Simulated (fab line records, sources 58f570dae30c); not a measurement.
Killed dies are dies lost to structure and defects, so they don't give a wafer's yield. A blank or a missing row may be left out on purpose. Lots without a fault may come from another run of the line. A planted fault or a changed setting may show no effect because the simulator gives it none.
fab line records | flow berkeley_cmos170
record lots=15 wafers=45 last_day=12
route steps=331 shown V2@307
lots that met no fault: from a run of the same line without faults
start_h: hours from the record's first day to the start of the lot's first wafer shown | wait_h: hours since the lot's step before | " the same as in the row above | L1.1+2: a row that stands for several wafers | - no value, or no start given | * or withheld: withheld | < > ~ a bound
route shown NAME@n: a module of which the file shows steps, and the number in the route of the first | usual: mean/standard deviation of fault-free wafers | same: alike in all rows | chamber/n: place in a boat | sites: the reading at each site | _std_site: their standard deviation | _edge_site: outer sites' mean less inner sites' | radius_mm: how far each site lies from the wafer's centre | mask NAME#n: copy n | behind: the tool/chamber that last shaped the wafer | hold: why the lot was held/for how many hours/how that ended | device: the transistor (n, p or np) that didn't switch | end of line: the same wafers' tests at the end of the route | a step without rows: its recipe alone | killed: dies lost to structure and defects at the first sort, not the wafer's yield | map: a wafer's dies, x killed, . not, _ none there
set.NAME: the setting as run; set.NAME@STEP: as run at that earlier step | model.NAME: the simulator's own value behind a step, which no gauge read
steps of the route over a sample of lots; a table a step, a row a wafer
## steps
# step UCB170_V2_STRIP_15
# recipe chemistry=O2 power_w=400 pressure_mtorr=3500 platen_temp_c=withheld o2_flow_sccm=400 overash_fraction=0.5
# usual drypump_motor_current_A=5.6/0.42 o2_flow_sccm=400.0/1.2 oes_product_au=0.722/0.0049 strip_time_to_endpoint_s=15.35/0.17
# columns lot.wafer tool chamber start_h wait_h drypump_motor_current_A o2_flow_sccm oes_product_au rf_hours_counter_h strip_time_to_endpoint_s
L867.1 plasma_asher-03 0 167.74 0.1 4.9 402.0 0.724 36 15.43
L867.2 " 1 " " 5.7 400.3 0.721 36 15.42
L867.4 " 1 " " 5.7 401.8 0.719 - 15.08
L866.1 plasma_asher-01 0 167.90 0.1 5.5 401.5 0.722 6 15.18
L866.3 " 0 " " 5.5 401.5 0.724 - 15.14
L866.5 " 1 " " 6.3 398.5 0.722 - 15.48
L869.2 plasma_asher-03 0 168.10 0.1 4.9 399.0 0.721 36 15.42
L869.3 " 1 " " 5.7 402.1 0.732 - 15.47
L869.4 " 0 " " 4.9 398.8 0.726 - 15.58
L874.2 plasma_asher-03 1 193.35 0.1 5.7 479.0 0.734 39 15.00
L874.3 " 0 " " 4.9 478.4 0.738 - 14.80
L874.6 " 0 " " 4.9 480.8 0.735 - 15.00
L876.2 plasma_asher-03 1 207.31 0.1 5.6 480.0 0.731 40 14.99
L876.5 " 1 " " 5.7 480.8 0.733 - 15.03
L876.6 " 0 " " 4.9 480.6 0.739 - 14.98
L880.1 plasma_asher-01 0 232.80 0.1 5.5 400.3 0.725 14 15.57
L880.2 " 1 " " 6.3 398.1 0.716 14 15.38
L880.3 " 1 " " 6.3 397.7 0.730 - 15.48
L881.1 plasma_asher-02 1 233.05 0.1 5.6 399.5 0.721 52 15.12
L881.2 " 0 " " 5.7 400.1 0.722 52 15.19
L881.6 " 0 " " 5.7 398.4 0.730 - 15.51
L878.2 plasma_asher-03 1 233.29 0.1 5.7 478.5 0.741 43 14.96
L878.4 " 1 " " 5.6 478.6 0.731 - 14.98
L878.6 " 1 " " 5.7 479.6 0.735 - 14.70
L879.1 plasma_asher-01 0 241.28 0.1 5.5 399.6 0.716 15 15.37
L879.2 " 1 " " 6.3 402.9 0.726 15 15.47
L879.6 " 0 " " 5.5 399.8 0.724 - 15.43
L885.2 plasma_asher-01 0 241.94 0.1 5.5 399.4 0.716 15 15.06
L885.3 " 1 " " 6.3 400.6 0.723 - 15.45
L885.4 " 0 " " 5.5 402.0 0.716 - 15.15
L882.3 plasma_asher-02 1 242.11 0.1 5.6 401.0 0.718 - 15.32
L882.5 " 0 " " 5.7 401.5 0.721 - 15.31
L882.6 " 1 " " 5.6 400.1 0.724 - 15.51
L883.1 plasma_asher-01 1 247.37 0.1 6.3 400.8 0.716 15 15.20
L883.2 " 0 " " 5.5 400.0 0.722 15 15.37
L883.5 " 1 " " 6.3 398.6 0.718 - 15.36
L886.1 plasma_asher-02 0 261.10 0.1 5.7 401.8 0.728 55 15.17
L886.3 " 0 " " 5.7 401.2 0.723 - 15.16
L886.6 " 1 " " 5.6 400.6 0.719 - 15.26
L888.2 plasma_asher-02 1 270.52 0.1 5.6 400.0 0.723 56 15.04
L888.5 " 0 " " 5.7 400.8 0.730 - 15.23
L888.6 " 1 " " 5.6 399.8 0.717 - 15.11
L889.1 plasma_asher-02 0 273.81 0.1 5.7 401.2 0.714 57 15.47
L889.2 " 1 " " 5.6 399.6 0.721 57 15.49
L889.5 " 1 " " 5.6 400.5 0.723 - 15.33
## key
first_sign step=UCB170_V2_STRIP_15 reading=o2_flow_sccm direction=up sigmas=64 usual=400.0 struck=479.6
effect step=UCB170_V2_STRIP_15 reading=oes_product_au direction=up sigmas=2.7 usual=0.722 struck=0.735
met_at UCB170_V2_STRIP_15
struck_lots L874,L876,L878
onset_between 168.10 193.35
fault kind=process_parameter_drift tool=plasma_asher-03 chamber=- onset_h=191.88 steps=UCB170_V2_STRIP_15 channel=o2_flow_sccm offset=80 shape=step end_h=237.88 acts_in=these_recipes_only stated=400
